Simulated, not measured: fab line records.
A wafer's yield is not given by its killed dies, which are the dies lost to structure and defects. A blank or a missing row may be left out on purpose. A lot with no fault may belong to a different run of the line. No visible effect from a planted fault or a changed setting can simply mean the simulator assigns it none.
fab line records	flow berkeleyCmos170
record: lots: 5	wafers: 23
route steps=331 shown NLDD@161 PSD@179 BACKSIDE@200 SDANNEAL@205 NSD@207 CONTACT@220 M1@238 V1@256
startH: hours from the record's first day to the start of the lot's first wafer shown	waitH: hours elapsed since this lot's preceding step	" repeats the value in the row above	L1.1+2: a single row standing in for several wafers	- either no value or no given start	* or withheld: withheld	< > ~ a bound
route shown NAME@n: a module of which the file shows steps, and the number in the route of the first	usual: mean and standard deviation over wafers with no fault	same: alike in all rows	chamber/n: place in a boat	sites: per-site readings	_std_site: standard deviation across them	_edge_site: outer sites' mean less inner sites'	radiusMm: how far each site lies from the wafer's centre	mask NAME#n: copy n	behind: the most recent tool/chamber to have shaped the wafer	hold: why the lot was held/for how many hours/how that ended	device: transistor that didn't switch, given as n, p or np	end of line: the same wafers' tests at the end of the route	a step given without rows: its recipe and nothing more	killed: not the wafer's yield, but the dies lost to structure and defects at the first sort	map: per-die view of a wafer (x killed, . not killed, _ where there is no die)
set.NAME: setting as actually run; set.NAME@STEP: the setting as run at that earlier step	model.NAME: the simulator's own value behind a step, which no gauge read
one table per step and one row per wafer, for lots whose settings were changed on purpose
== steps ==
step: UCB170_NLDD_EXPOSE_03
recipe: maskId: NSELECT	na: 0.5	sigmaOuter: 0.6	sourceShape: conventional	targetCdNm: 1200	doseMj: 30
lot.wafer	tool	chamber	startH	waitH	mask	set.doseMj
L077.1+2	krfScanner-01	0	138.62	0.2	NSELECT#0	30
L077.3+5+6	"	0	"	"	NSELECT#0	28.94
L076.1+4+6	krfScanner-02	0	138.87	0.2	NSELECT#0	30
L075.1+4+5	krfScanner-02	0	138.99	0.2	NSELECT#0	30
L075.2+3	"	0	"	"	NSELECT#0	28.71
L081.1+4	krfScanner-02	0	165.52	0.3	NSELECT#0	30
L081.2+3+5	"	0	"	"	NSELECT#0	30.76
L083.1+2+4+5+6	krfScanner-02	0	175.70	0.1	NSELECT#0	30
step: UCB170_NLDD_PEB_04
recipe: pebTempC: 130	pebTimeS: withheld	resist: KrF
step: UCB170_NLDD_DEVELOP_05
recipe: developer: TMAH	developTimeS: 45	resist: KrF	devTempC: 21
step: UCB170_NLDD_CD_MEAS_06
recipe: targetCdNm: 1200
usual: cdNm: 1201.0/1.1
lot.wafer	tool	chamber	startH	waitH	set.doseMj@NLDD_EXPOSE_03	cdNm
L077.1	cdSem-01	-	139.02	-	30	1201.6
L077.2	"	-	"	"	30	1203.3
L077.3	"	-	"	"	28.94	1195.4
L077.5	"	-	"	"	28.94	1196.5
L077.6	"	-	"	"	28.94	1195.5
L076.1	cdSem-02	-	139.29	-	30	1199.5
L076.4	"	-	"	"	30	1199.7
L076.6	"	-	"	"	30	1200.3
L075.1	cdSem-02	-	139.50	-	30	1201.6
L075.2	"	-	"	"	28.71	1194.4
L075.3	"	-	"	"	28.71	1194.5
L075.4	"	-	"	"	30	1200.6
L075.5	"	-	"	"	30	1202.4
L081.1	cdSem-02	-	165.98	-	30	1203.0
L081.2	"	-	"	"	30.76	1205.2
L081.3	"	-	"	"	30.76	1206.3
L081.4	"	-	"	"	30	1201.7
L081.5	"	-	"	"	30.76	1206.9
L083.1	cdSem-02	-	176.18	-	30	1200.3
L083.2	"	-	"	"	30	1199.2
L083.4	"	-	"	"	30	1201.0
L083.5	"	-	"	"	30	1201.1
L083.6	"	-	"	"	30	1200.3
step: UCB170_NLDD_STRIP_10
recipe: chemistry: O2	powerW: 400	pressureMtorr: 3500	platenTempC: withheld	o2FlowSccm: 400	overashFraction: 0.5
usual: stripTimeToEndpointS: 21.64/0.076
lot.wafer	tool	chamber	startH	waitH	set.o2FlowSccm	stripTimeToEndpointS
L077.1	plasmaAsher-01	1	139.48	0.1	400	21.68
L077.2	"	0	"	"	400	21.55
L077.3	"	0	"	"	400	21.60
L077.5	"	1	"	"	400	21.68
L077.6	"	0	"	"	400	21.60
L076.1	plasmaAsher-02	1	139.75	0.1	400	21.52
L076.4	"	1	"	"	400	21.54
L076.6	"	0	"	"	400	21.48
L075.1	plasmaAsher-01	1	139.95	0.1	369.7	21.83
L075.2	"	0	"	"	369.7	21.96
L075.3	"	1	"	"	400	21.56
L075.4	"	0	"	"	369.7	21.88
L075.5	"	0	"	"	400	21.55
L081.1	plasmaAsher-02	0	166.43	0.1	400	21.62
L081.2	"	1	"	"	400	21.55
L081.3	"	1	"	"	400	21.67
L081.4	"	0	"	"	400	21.58
L081.5	"	0	"	"	400	21.60
L083.1	plasmaAsher-03	0	176.64	0.1	347.7	22.11
L083.2	"	1	"	"	347.7	22.11
L083.4	"	0	"	"	400	21.56
L083.5	"	1	"	"	400	21.56
L083.6	"	0	"	"	400	21.65
step: UCB170_PSD_PEB_04
recipe: pebTempC: 130	pebTimeS: withheld	resist: KrF
lot.wafer	tool	chamber	startH	waitH	set.pebTempC
L076.1+4+6	lithoTrack-02	0	146.71	0.6	130
L075.1+2+3+4+5	lithoTrack-04	0	147.21	0.8	130
L077.1+5	lithoTrack-01	0	147.56	0.9	127.5
L077.2+3+6	"	0	"	"	130
L081.1+3+5	lithoTrack-04	0	172.19	0.5	133.6
L081.2+4	"	0	"	"	130
L083.1+4	lithoTrack-01	0	182.76	0.1	130
L083.2+5+6	"	0	"	"	131.8
step: UCB170_PSD_DEVELOP_05
recipe: developer: TMAH	developTimeS: 45	resist: KrF	devTempC: 21
step: UCB170_PSD_CD_MEAS_06
recipe: targetCdNm: 1200
usual: cdNm: 1199.6/1.3
lot.wafer	tool	chamber	startH	waitH	set.pebTempC@PSD_PEB_04	cdNm
L076.1	cdSem-01	-	146.99	-	130	1200.3
L076.4	"	-	"	"	130	1199.5
L076.6	"	-	"	"	130	1200.0
L075.1	cdSem-01	-	147.48	-	130	1199.3
L075.2	"	-	"	"	130	1199.4
L075.3	"	-	"	"	130	1201.0
L075.4	"	-	"	"	130	1201.0
L075.5	"	-	"	"	130	1200.0
L077.1	cdSem-02	-	147.84	-	127.5	1178.1
L077.2	"	-	"	"	130	1196.0
L077.3	"	-	"	"	130	1197.9
L077.5	"	-	"	"	127.5	1177.7
L077.6	"	-	"	"	130	1197.3
L081.1	cdSem-02	-	172.46	-	133.6	1221.3
L081.2	"	-	"	"	130	1199.2
L081.3	"	-	"	"	133.6	1219.7
L081.4	"	-	"	"	130	1199.1
L081.5	"	-	"	"	133.6	1221.1
L083.1	cdSem-01	-	183.03	-	130	1199.6
L083.2	"	-	"	"	131.8	1209.2
L083.4	"	-	"	"	130	1200.1
L083.5	"	-	"	"	131.8	1210.3
L083.6	"	-	"	"	131.8	1211.8
step: UCB170_BACKSIDE_COAT_01
recipe: resist: KrF	spinRpm: 1500	resistThkNm: 900
lot.wafer	tool	chamber	startH	waitH	set.spinRpm	model.KrF_of_BACKSIDE_COAT_01.thkNm
L076.1	lithoTrack-01	0	150.89	0.1	1500	897.8
L076.4	"	0	"	"	1500	897.3
L076.6	"	0	"	"	1500	896.1
L075.1	lithoTrack-03	0	150.99	0.1	1500	900.7
L075.2	"	0	"	"	1500	897.1
L075.3	"	0	"	"	1500	899.9
L075.4	"	0	"	"	1500	899.4
L075.5	"	0	"	"	1500	901.5
L077.1	lithoTrack-01	0	151.61	0.1	1388	934.6
L077.2	"	0	"	"	1388	935
L077.3	"	0	"	"	1500	896.3
L077.5	"	0	"	"	1500	900.5
L077.6	"	0	"	"	1388	935.8
L081.1	lithoTrack-04	0	175.81	0.1	1500	903.8
L081.2	"	0	"	"	1416	928.8
L081.3	"	0	"	"	1500	904.1
L081.4	"	0	"	"	1416	926.9
L081.5	"	0	"	"	1416	930.2
L083.1	lithoTrack-04	0	185.58	0.1	1500	899.5
L083.2	"	0	"	"	1572	880.4
L083.4	"	0	"	"	1500	901
L083.5	"	0	"	"	1572	879.2
L083.6	"	0	"	"	1500	900.3
step: UCB170_BACKSIDE_SOFTBAKE_02
recipe: resist: KrF	tempC: 130	timeS: 60
step: UCB170_BACKSIDE_STRIP_03
recipe: chemistry: O2	powerW: 400	pressureMtorr: 3500	platenTempC: withheld	o2FlowSccm: 400	overashFraction: 0.5
usual: stripTimeToEndpointS: 21.98/0.064
lot.wafer	tool	chamber	startH	waitH	set.spinRpm@BACKSIDE_COAT_01	stripTimeToEndpointS
L076.1	plasmaAsher-02	0	151.19	0.1	1500	21.91
L076.4	"	0	"	"	1500	21.89
L076.6	"	0	"	"	1500	21.87
L075.1	plasmaAsher-03	1	151.29	0.1	1500	21.98
L075.2	"	0	"	"	1500	21.89
L075.3	"	0	"	"	1500	21.97
L075.4	"	1	"	"	1500	21.96
L075.5	"	0	"	"	1500	22.00
L077.1	plasmaAsher-03	0	151.91	0.1	1388	22.79
L077.2	"	1	"	"	1388	22.80
L077.3	"	0	"	"	1500	21.88
L077.5	"	0	"	"	1500	21.97
L077.6	"	1	"	"	1388	22.81
L081.1	plasmaAsher-04	1	176.11	0.1	1500	22.05
L081.2	"	0	"	"	1416	22.65
L081.3	"	0	"	"	1500	22.07
L081.4	"	1	"	"	1416	22.61
L081.5	"	0	"	"	1416	22.70
L083.1	plasmaAsher-04	0	185.88	0.1	1500	21.96
L083.2	"	1	"	"	1572	21.49
L083.4	"	1	"	"	1500	22.00
L083.5	"	1	"	"	1572	21.46
L083.6	"	0	"	"	1500	21.97
step: UCB170_SDANNEAL_RTA_01
recipe: tempC: 1050	timeS: 5	ambient: N2
lot.wafer	tool	chamber	startH	waitH	set.timeS
L076.1+4+6	rtpAnneal-02	0	151.56	0.1	5
L075.1+5	rtpAnneal-01	0	151.64	0.1	4.362
L075.2+3+4	"	0	"	"	5
L077.1+5+6	rtpAnneal-02	0	152.25	0.1	5.639
L077.2+3	"	0	"	"	5
L081.1+2+3+4+5	rtpAnneal-02	0	176.47	0.1	5
L083.1+2+4+5+6	rtpAnneal-02	0	186.22	0.1	5
step: UCB170_SDANNEAL_RS_MEAS_02
recipe: thkMeasGauge: four-point-probe
usual: PSD_RS: 75.53/0.26
lot.wafer	tool	chamber	startH	waitH	set.timeS@SDANNEAL_RTA_01	PSD_RS[ohm/sq]
L076.1	filmMetro-04	-	151.62	0.0	5	75.16
L076.4	"	-	"	"	5	75.52
L076.6	"	-	"	"	5	75.33
L075.1	filmMetro-01	-	151.69	0.0	4.362	77.70
L075.2	"	-	"	"	5	75.47
L075.3	"	-	"	"	5	75.60
L075.4	"	-	"	"	5	75.50
L075.5	"	-	"	"	4.362	77.85
L077.1	filmMetro-02	-	152.31	0.0	5.639	73.55
L077.2	"	-	"	"	5	75.92
L077.3	"	-	"	"	5	75.78
L077.5	"	-	"	"	5.639	73.37
L077.6	"	-	"	"	5.639	73.66
L081.1	filmMetro-02	-	176.53	0.0	5	75.95
L081.2	"	-	"	"	5	75.55
L081.3	"	-	"	"	5	75.73
L081.4	"	-	"	"	5	75.84
L081.5	"	-	"	"	5	75.78
L083.1	filmMetro-04	-	186.28	0.0	5	75.55
L083.2	"	-	"	"	5	75.20
L083.4	"	-	"	"	5	75.15
L083.5	"	-	"	"	5	75.29
L083.6	"	-	"	"	5	75.40
step: UCB170_SDANNEAL_RS_MEAS_03
recipe: thkMeasGauge: four-point-probe
usual: NSD_RS: 37.63/0.083
lot.wafer	tool	chamber	startH	waitH	set.timeS@SDANNEAL_RTA_01	NSD_RS[ohm/sq]
L076.1	filmMetro-04	-	151.74	0.1	5	37.50
L076.4	"	-	"	"	5	37.56
L076.6	"	-	"	"	5	37.45
L075.1	filmMetro-01	-	151.81	0.1	4.362	38.02
L075.2	"	-	"	"	5	37.55
L075.3	"	-	"	"	5	37.51
L075.4	"	-	"	"	5	37.71
L075.5	"	-	"	"	4.362	38.03
L077.1	filmMetro-02	-	152.43	0.1	5.639	37.28
L077.2	"	-	"	"	5	37.72
L077.3	"	-	"	"	5	37.70
L077.5	"	-	"	"	5.639	37.32
L077.6	"	-	"	"	5.639	37.40
L081.1	filmMetro-02	-	176.65	0.1	5	37.78
L081.2	"	-	"	"	5	37.64
L081.3	"	-	"	"	5	37.71
L081.4	"	-	"	"	5	37.67
L081.5	"	-	"	"	5	37.61
L083.1	filmMetro-04	-	186.40	0.1	5	37.58
L083.2	"	-	"	"	5	37.60
L083.4	"	-	"	"	5	37.60
L083.5	"	-	"	"	5	37.53
L083.6	"	-	"	"	5	37.55
step: UCB170_CONTACT_COAT_04
recipe: resist: KrF	spinRpm: 1500	resistThkNm: 900
lot.wafer	tool	chamber	startH	waitH	set.resistThkNm	model.KrF_of_CONTACT_COAT_04.thkNm
L075.1	lithoTrack-01	0	154.91	0.1	900	898.4
L075.2	"	0	"	"	900	899.3
L075.3	"	0	"	"	870	868.3
L075.4	"	0	"	"	870	869.2
L075.5	"	0	"	"	870	871
L076.1	lithoTrack-02	0	154.91	0.1	900	899.5
L076.4	"	0	"	"	900	898.7
L076.6	"	0	"	"	900	901.2
L077.1	lithoTrack-02	0	157.48	0.1	900	905.7
L077.2	"	0	"	"	900	904.2
L077.3	"	0	"	"	900	903.4
L077.5	"	0	"	"	900	904.9
L077.6	"	0	"	"	900	902.4
L081.1	lithoTrack-03	0	180.31	0.1	850.3	850.6
L081.2	"	0	"	"	850.3	852.8
L081.3	"	0	"	"	900	898.6
L081.4	"	0	"	"	900	900.4
L081.5	"	0	"	"	900	903.9
L083.1	lithoTrack-02	0	192.49	0.1	900	902.6
L083.2	"	0	"	"	950.3	954.5
L083.4	"	0	"	"	950.3	951.5
L083.5	"	0	"	"	950.3	952.4
L083.6	"	0	"	"	900	902.8
step: UCB170_CONTACT_SOFTBAKE_05
recipe: resist: KrF	tempC: 130	timeS: 60
step: UCB170_CONTACT_STRIP_06
recipe: chemistry: O2	powerW: 400	pressureMtorr: 3500	platenTempC: withheld	o2FlowSccm: 400	overashFraction: 0.5
usual: stripTimeToEndpointS: 22.01/0.061
lot.wafer	tool	chamber	startH	waitH	set.resistThkNm@CONTACT_COAT_04	stripTimeToEndpointS
L075.1	plasmaAsher-02	1	155.21	0.1	900	21.93
L075.2	"	0	"	"	900	21.96
L075.3	"	1	"	"	870	21.21
L075.4	"	0	"	"	870	21.23
L075.5	"	0	"	"	870	21.26
L076.1	plasmaAsher-01	1	155.21	0.1	900	21.95
L076.4	"	1	"	"	900	21.93
L076.6	"	0	"	"	900	21.98
L077.1	plasmaAsher-01	1	157.78	0.1	900	22.11
L077.2	"	0	"	"	900	22.07
L077.3	"	0	"	"	900	22.05
L077.5	"	1	"	"	900	22.09
L077.6	"	0	"	"	900	22.03
L081.1	plasmaAsher-01	0	180.61	0.1	850.3	20.78
L081.2	"	1	"	"	850.3	20.84
L081.3	"	0	"	"	900	21.93
L081.4	"	1	"	"	900	21.98
L081.5	"	1	"	"	900	22.07
L083.1	plasmaAsher-01	1	192.79	0.1	900	22.03
L083.2	"	0	"	"	950.3	23.26
L083.4	"	0	"	"	950.3	23.20
L083.5	"	1	"	"	950.3	23.22
L083.6	"	0	"	"	900	22.02
step: UCB170_M1_SPUTTER_00
recipe: material: Al	targetThkNm: 600	timeS: 80	powerW: 6000	chamberPressurePa: 0.5
lot.wafer	tool	chamber	startH	waitH	set.powerW	model.Al_of_M1_SPUTTER_00.thkNm
L076.1	pvdSputter-01	-	157.24	0.0	6000	590.7
L076.4	"	-	"	"	6000	591.2
L076.6	"	-	"	"	6000	591.7
L075.1	pvdSputter-04	-	157.51	0.0	6000	594.8
L075.2	"	-	"	"	6000	594.1
L075.3	"	-	"	"	6000	604.4
L075.4	"	-	"	"	6000	597.1
L075.5	"	-	"	"	6000	599.1
L077.1	pvdSputter-03	-	160.15	0.0	6000	588.7
L077.2	"	-	"	"	6000	589.2
L077.3	"	-	"	"	6000	600.6
L077.5	"	-	"	"	6000	583.5
L077.6	"	-	"	"	6000	587.6
L081.1	pvdSputter-01	-	182.91	0.0	6000	595.7
L081.2	"	-	"	"	6000	596.1
L081.3	"	-	"	"	6362	631.2
L081.4	"	-	"	"	6000	594.1
L081.5	"	-	"	"	6362	632.3
L083.1	pvdSputter-04	-	195.82	0.0	6000	601.8
L083.2	"	-	"	"	5369	544.9
L083.4	"	-	"	"	6000	610.7
L083.5	"	-	"	"	6000	601
L083.6	"	-	"	"	5369	538.7
step: UCB170_M1_RS_MEAS_01
recipe: thkMeasGauge: four-point-probe	reads: Al_of_M1_SPUTTER_00
usual: M1_AL_RS: 0.0487/0.00059
lot.wafer	tool	chamber	startH	waitH	set.powerW@M1_SPUTTER_00	M1_AL_RS[ohm/sq]
L076.1	filmMetro-02	-	157.30	0.0	6000	0.0492
L076.4	"	-	"	"	6000	0.0493
L076.6	"	-	"	"	6000	0.0492
L075.1	filmMetro-01	-	157.57	0.0	6000	0.0488
L075.2	"	-	"	"	6000	0.0490
L075.3	"	-	"	"	6000	0.0481
L075.4	"	-	"	"	6000	0.0488
L075.5	"	-	"	"	6000	0.0486
L077.1	filmMetro-01	-	160.21	0.0	6000	0.0494
L077.2	"	-	"	"	6000	0.0493
L077.3	"	-	"	"	6000	0.0485
L077.5	"	-	"	"	6000	0.0499
L077.6	"	-	"	"	6000	0.0496
L081.1	filmMetro-04	-	182.97	0.0	6000	0.0489
L081.2	"	-	"	"	6000	0.0487
L081.3	"	-	"	"	6362	0.0460
L081.4	"	-	"	"	6000	0.0489
L081.5	"	-	"	"	6362	0.0460
L083.1	filmMetro-04	-	195.88	0.0	6000	0.0483
L083.2	"	-	"	"	5369	0.0534
L083.4	"	-	"	"	6000	0.0477
L083.5	"	-	"	"	6000	0.0484
L083.6	"	-	"	"	5369	0.0542
step: UCB170_M1_THK_MEAS_02
recipe: thkMeasGauge: xrf	reads: Al_of_M1_SPUTTER_00
usual: M1_AL_THK: 591/7.3
lot.wafer	tool	chamber	startH	waitH	set.powerW@M1_SPUTTER_00	M1_AL_THK[nm]
L076.1	filmMetro-02	-	157.42	0.1	6000	583
L076.4	"	-	"	"	6000	587
L076.6	"	-	"	"	6000	586
L075.1	filmMetro-01	-	157.69	0.1	6000	593
L075.2	"	-	"	"	6000	589
L075.3	"	-	"	"	6000	599
L075.4	"	-	"	"	6000	592
L075.5	"	-	"	"	6000	598
L077.1	filmMetro-01	-	160.33	0.1	6000	585
L077.2	"	-	"	"	6000	586
L077.3	"	-	"	"	6000	599
L077.5	"	-	"	"	6000	578
L077.6	"	-	"	"	6000	586
L081.1	filmMetro-04	-	183.09	0.1	6000	590
L081.2	"	-	"	"	6000	585
L081.3	"	-	"	"	6362	620
L081.4	"	-	"	"	6000	589
L081.5	"	-	"	"	6362	621
L083.1	filmMetro-04	-	196.00	0.1	6000	592
L083.2	"	-	"	"	5369	538
L083.4	"	-	"	"	6000	603
L083.5	"	-	"	"	6000	595
L083.6	"	-	"	"	5369	531
step: UCB170_V1_CMP_02
recipe: material: SiO2	downForcePsi: 6	platenRpm: 60	padVelocityMS: 0.75398
lot.wafer	tool	chamber	startH	waitH	set.leaveAboveRefNm	model.SiO2_of_V1_CVD_00.thkNm
L075.2	cmp-01	2	163.20	0.0	1053	1054
L075.4	"	3	"	"	1000	999.5
L075.3+5	"	0,3	"	"	1053	1053
L075.1	"	1	"	"	1000	998.2
L076.4	cmp-02	3	163.20	0.0	1000	999.7
L076.1	"	2	"	"	1000	1002
L076.6	"	0	"	"	1000	1003
L077.2+5	cmp-02	2	167.10	0.0	1000	1000
L077.1	"	3	"	"	1000	998.7
L077.3	"	0	"	"	1000	1001
L077.6	"	3	"	"	1000	997.9
L081.2	cmp-02	2	187.69	0.2	973.7	973.6
L081.3	"	3	"	"	1000	998.6
L081.1	"	0	"	"	973.7	974
L081.4	"	1	"	"	1000	998.7
L081.5	"	2	"	"	973.7	974.7
L083.4	cmp-01	1	202.55	0.4	1000	998
L083.2	"	2	"	"	934.2	934.3
L083.1	"	3	"	"	934.2	934.4
L083.6	"	0	"	"	934.2	933.8
L083.5	"	1	"	"	1000	998.5
step: UCB170_V1_THK_MEAS_04
recipe: reads: SiO2_of_V1_CVD_00
usual: V1_POLISHED_THK: 999.7/1.2
lot.wafer	tool	chamber	startH	waitH	set.leaveAboveRefNm@V1_CMP_02	V1_POLISHED_THK[nm]
L075.1	filmMetro-02	-	163.62	0.1	1000	997.9
L075.2	"	-	"	"	1053	1053.9
L075.3	"	-	"	"	1053	1052.4
L075.4	"	-	"	"	1000	1000.0
L075.5	"	-	"	"	1053	1052.3
L076.1	filmMetro-03	-	163.62	0.1	1000	1002.3
L076.4	"	-	"	"	1000	999.2
L076.6	"	-	"	"	1000	1002.3
L077.1	filmMetro-04	-	167.52	0.1	1000	998.3
L077.2	"	-	"	"	1000	1000.1
L077.3	"	-	"	"	1000	1001.7
L077.5	"	-	"	"	1000	999.9
L077.6	"	-	"	"	1000	998.0
L081.1	filmMetro-04	-	188.11	0.1	973.7	974.1
L081.2	"	-	"	"	973.7	972.8
L081.3	"	-	"	"	1000	998.0
L081.4	"	-	"	"	1000	999.9
L081.5	"	-	"	"	973.7	974.5
L083.1	filmMetro-02	-	202.92	0.1	934.2	934.3
L083.2	"	-	"	"	934.2	934.6
L083.4	"	-	"	"	1000	997.3
L083.5	"	-	"	"	1000	998.6
L083.6	"	-	"	"	934.2	933.6
step: UCB170_V1_CLEAN_05
recipe: chemistry: DIW
step: UCB170_V1_HMDS_06
recipe: primeTimeS: 60	primeTempC: 100
step: UCB170_V1_ETCH_14
recipe: chemistry: CHF3/CF4/Ar	target: SiO2	stopOn: Al	CHF3_flow_sccm: 45	cf4FlowSccm: 15	Ar_flow_sccm: 150	pressureMtorr: 200	rfW: 700	targetDepthA: 12500	overEtchFrac: 0.25	timeS: 291
usual: oesProductAu: 0.866/0.014
lot.wafer	tool	chamber	startH	waitH	set.leaveAboveRefNm@V1_CMP_02	oesProductAu	model.etch.depthNm	model.V1.featureDepthNm
L076.1	rieDiel-02	2	164.86	0.0	1000	0.862	1002	1002
L076.4	"	1	"	"	1000	0.867	999.7	999.7
L076.6	"	0	"	"	1000	0.849	1003	1003
L075.1	rieDiel-01	1	165.15	0.0	1000	0.864	998.2	998.2
L075.2	"	0	"	"	1053	0.886	1054	1054
L075.3	"	3	"	"	1053	0.883	1053	1054
L075.4	"	3	"	"	1000	0.859	999.5	1000
L075.5	"	0	"	"	1053	0.897	1053	1053
L077.1	rieDiel-01	0	170.15	0.0	1000	0.860	998.7	998.7
L077.2	"	2	"	"	1000	0.868	1000	1000
L077.3	"	3	"	"	1000	0.857	1001	1002
L077.5	"	1	"	"	1000	0.863	-	1000
L077.6	"	2	"	"	1000	0.866	-	997.9
L081.1	rieDiel-02	1	191.35	0.0	973.7	0.850	974	974
L081.2	"	0	"	"	973.7	0.837	973.6	973.6
L081.3	"	1	"	"	1000	0.871	-	998.6
L081.4	"	0	"	"	1000	0.843	998.7	998.7
L081.5	"	0	"	"	973.7	0.833	-	974.7
L083.1	rieDiel-01	3	205.29	0.0	934.2	0.830	-	935
L083.2	"	0	"	"	934.2	0.833	-	934.3
L083.4	"	1	"	"	1000	0.864	-	998
L083.5	"	1	"	"	1000	0.863	998.5	998.5
L083.6	"	0	"	"	934.2	0.822	-	933.8
== key ==
split: step: UCB170_NLDD_EXPOSE_03	setting: doseMj	stated: 30	by: wafer
response: step: UCB170_NLDD_CD_MEAS_06	reading: cdNm	change: +1.7	per: 1%	r: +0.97
split: step: UCB170_NLDD_STRIP_10	setting: o2FlowSccm	stated: 400	by: wafer
response: step: UCB170_NLDD_STRIP_10	reading: stripTimeToEndpointS	change: *	per: 1%	r: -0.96
split: step: UCB170_PSD_PEB_04	setting: pebTempC	stated: 130	by: wafer
response: step: UCB170_PSD_CD_MEAS_06	reading: cdNm	change: +8.37	per: 1%	r: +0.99
split: step: UCB170_BACKSIDE_COAT_01	setting: spinRpm	stated: 1500	by: wafer
response: step: UCB170_BACKSIDE_COAT_01	reading: model.KrF_of_BACKSIDE_COAT_01.thkNm	change: -4.64	per: 1%	r: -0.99
response: step: UCB170_BACKSIDE_STRIP_03	reading: stripTimeToEndpointS	change: *	per: 1%	r: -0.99
split: step: UCB170_SDANNEAL_RTA_01	setting: timeS	stated: 5	by: wafer
response: step: UCB170_SDANNEAL_RS_MEAS_02	reading: PSD_RS	change: -0.179	per: 1%	r: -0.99
response: step: UCB170_SDANNEAL_RS_MEAS_03	reading: NSD_RS	change: -0.0316	per: 1%	r: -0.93
split: step: UCB170_CONTACT_COAT_04	setting: resistThkNm	stated: 900	by: wafer
response: step: UCB170_CONTACT_COAT_04	reading: model.KrF_of_CONTACT_COAT_04.thkNm	change: +8.92	per: 1%	r: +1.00
response: step: UCB170_CONTACT_STRIP_06	reading: stripTimeToEndpointS	change: *	per: 1%	r: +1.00
split: step: UCB170_M1_SPUTTER_00	setting: powerW	stated: 6000	by: wafer
response: step: UCB170_M1_SPUTTER_00	reading: model.Al_of_M1_SPUTTER_00.thkNm	change: +5.98	per: 1%	r: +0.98
response: step: UCB170_M1_RS_MEAS_01	reading: M1_AL_RS	change: -0.000522	per: 1%	r: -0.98
response: step: UCB170_M1_THK_MEAS_02	reading: M1_AL_THK	change: +5.8	per: 1%	r: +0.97
split: step: UCB170_V1_CMP_02	setting: leaveAboveRefNm	stated: 1000	by: wafer
response: step: UCB170_V1_CMP_02	reading: model.SiO2_of_V1_CVD_00.thkNm	change: +9.88	per: 1%	r: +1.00
response: step: UCB170_V1_THK_MEAS_04	reading: V1_POLISHED_THK	change: +9.85	per: 1%	r: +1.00
response: step: UCB170_V1_ETCH_14	reading: oesProductAu	change: +0.00543	per: 1%	r: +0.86
response: step: UCB170_V1_ETCH_14	reading: model.etch.depthNm	change: +10.2	per: 1%	r: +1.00
response: step: UCB170_V1_ETCH_14	reading: model.V1.featureDepthNm	change: +9.86	per: 1%	r: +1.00
